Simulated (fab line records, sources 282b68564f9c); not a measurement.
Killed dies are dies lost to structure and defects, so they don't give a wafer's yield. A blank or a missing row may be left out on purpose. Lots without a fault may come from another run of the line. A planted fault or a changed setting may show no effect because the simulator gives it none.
Which tool did it? | flow rit_cmos | 7 lots, 21 wafers sampled, at 2 steps of a route of 202

WHAT THE GAUGES READ, wafer by wafer
RIT_ACTIVE_THK_MEAS_02.
lot  | measured    | on            | ACTIVE_OXIDE_THK (nm)
L136 | day 1 22:50 | film_metro-01 | 48.4 48.7 48.4
L138 | day 2 08:50 | film_metro-01 | 46.4 46.0 47.2
L140 | day 2 19:50 | film_metro-02 | 45.2 44.7 45.4
L142 | day 3 04:57 | film_metro-02 | 48.2 47.9 48.4
L144 | day 3 15:02 | film_metro-01 | 46.1 46.6 46.2
L150 | day 4 21:00 | film_metro-03 | 69.6 70.4 69.8 69.5 70.4 69.8
L156 | day 6 02:24 | film_metro-03 | 45.1 44.7 45.9

WHICH TOOL RAN EACH LOT (tool, then ch and the chambers of the sampled wafers, then the start)
lot  | RIT_ACTIVE_OXIDATION_01
L136 | furnace-03 ch 0, day 1 20:53
L138 | furnace-01 ch 0, day 2 06:54
L140 | furnace-04 ch 0, day 2 17:54
L142 | furnace-03 ch 0, day 3 03:00
L144 | furnace-01 ch 0, day 3 13:06
L150 | furnace-03 ch 0, day 4 19:04
L156 | furnace-04 ch 0, day 6 00:28
- RIT_ACTIVE_OXIDATION_01: target thk 46.8 nm, ox time 3360 s.

THE ANSWER, worked out from the rows above alone
Rule: what is usual is taken from the lots themselves. Put in order of their means at a reading, lots are off if they are a third of the lots or fewer, leave a main group of 4 or more, and stand apart from it by a gap of 3 or more times the standard deviation of the main group's means; of several such gaps the widest counts. A main group whose means are all the same, to the digits that the tables above print for the reading, isn't used. A lot without any number at a reading at which 4 lots or more have one is off too. The other lots that the step has rows for count as sound.
Off: L150, at RIT_ACTIVE_THK_MEAS_02 (ACTIVE_OXIDE_THK). The main group: mean 46.6 nm, standard deviation 1.3.
A tool fits if, at a process step before that reading, it ran every lot that is off, and no sound lot after the first of them. The gauges at RIT_ACTIVE_THK_MEAS_02 are tried like those tools. One fits: furnace-03 at RIT_ACTIVE_OXIDATION_01. Its last sound lot is L142 (day 3 03:00), its first lot that is off L150 (day 4 19:04): a fault that began between those two fits.

WHAT THE SIMULATOR HAD PUT IN
Process parameter drift: furnace-03, from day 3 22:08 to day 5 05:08, at RIT_ACTIVE_OXIDATION_01. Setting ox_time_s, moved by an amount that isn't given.
Lots struck among those shown: L150. The rule above found the same.
